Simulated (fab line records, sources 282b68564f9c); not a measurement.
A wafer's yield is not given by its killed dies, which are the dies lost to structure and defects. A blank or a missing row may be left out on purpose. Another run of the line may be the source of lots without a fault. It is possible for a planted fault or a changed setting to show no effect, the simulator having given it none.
2 desks looking at one fault ; flow rit cmos ; each desk has only its own numbers; what lay behind them comes last

## AT THE METROLOGY DESK
What the gauges read for every lot (on any tool): the sampled wafers with a number, averaged. Any lot whose mean is over 4 standard deviations away from the usual mean is out of limits and marked OUT; that distance is given in the brackets.
Columns: A = SILICIDE_TI_RS at RIT_SILICIDE_RS_MEAS_02, usual 51.7 ohm/sq; B = SILICIDE_TI_THK at RIT_SILICIDE_THK_MEAS_03, usual 29.4 nm
lot;first seen here;A;B
L540;day 3 12:08;52.4;29.3
L541;day 3 14:52;50.6;30.1
L542;day 3 21:46;52.5;28.9
L543;day 4 01:44;50.6;30.0
L544;day 4 05:24;53.3;28.6
L545;day 4 08:34;52.0;29.2
L546;day 4 17:20;51.8;29.3
L548;day 5 01:40;52.8;29.1
L549;day 5 09:23;51.1;29.5
L552;day 5 19:47;52.9;29.0
L555;day 6 10:56;51.5;29.6
L558;day 7 02:41;58.0 (+7.7) OUT;26.8 (-6.9) OUT
L560;day 7 13:23;60.3 (+11) OUT;26.1 (-8.8) OUT
L561;day 7 18:31;51.0;29.8
This desk reports L558, L560 out of limits; the earliest was L558 at day 7 02:41 (SILICIDE_TI_RS at RIT_SILICIDE_RS_MEAS_02). L540, L541, L542, L543, L544, L545, L546, L548, L549, L552, L555, L561 stayed within limits.

## THE TOOL OWNER'S DESK: pvd sputter-04
The tool's own readings at RIT_SILICIDE_SPUTTER_01 (material Ti, target thk 30 nm, time 240 s): means of the sampled wafers that have a number, for each lot that ran on this tool. Any lot whose mean is over 4 standard deviations away from the usual mean is out of limits and marked OUT; that distance is given in the brackets.
Columns: A = throttle valve pct at RIT_SILICIDE_SPUTTER_01, usual 29.8 %
lot;first seen here;A
L540;day 3 11:58;29.5
L542;day 3 21:35;29.8
L544;day 4 05:14;29.5
L546;day 4 17:11;29.1
L548;day 5 01:27;29.2
L552;day 5 19:35;29.4
L558;day 7 02:32;29.9
L560;day 7 13:11;29.7
This desk's finding: nothing out of limits on any of the 8 lots.

## TAKEN TOGETHER
An alarm was possible from the metrology desk at day 7 02:41, on L558, L560.
The tool owner's desk saw nothing out of limits.
Tool owner's desk: L558, L560 on record, inside its limits.
Every lot named ran RIT_SILICIDE_SPUTTER_01 on pvd sputter-04.

## WHAT THE SIMULATOR HAD PUT IN
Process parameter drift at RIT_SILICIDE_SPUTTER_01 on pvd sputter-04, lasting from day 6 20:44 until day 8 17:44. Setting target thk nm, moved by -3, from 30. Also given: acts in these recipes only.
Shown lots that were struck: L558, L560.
Delay in hours, fault start to first out-of-limits reading, per desk: metrology desk 6.
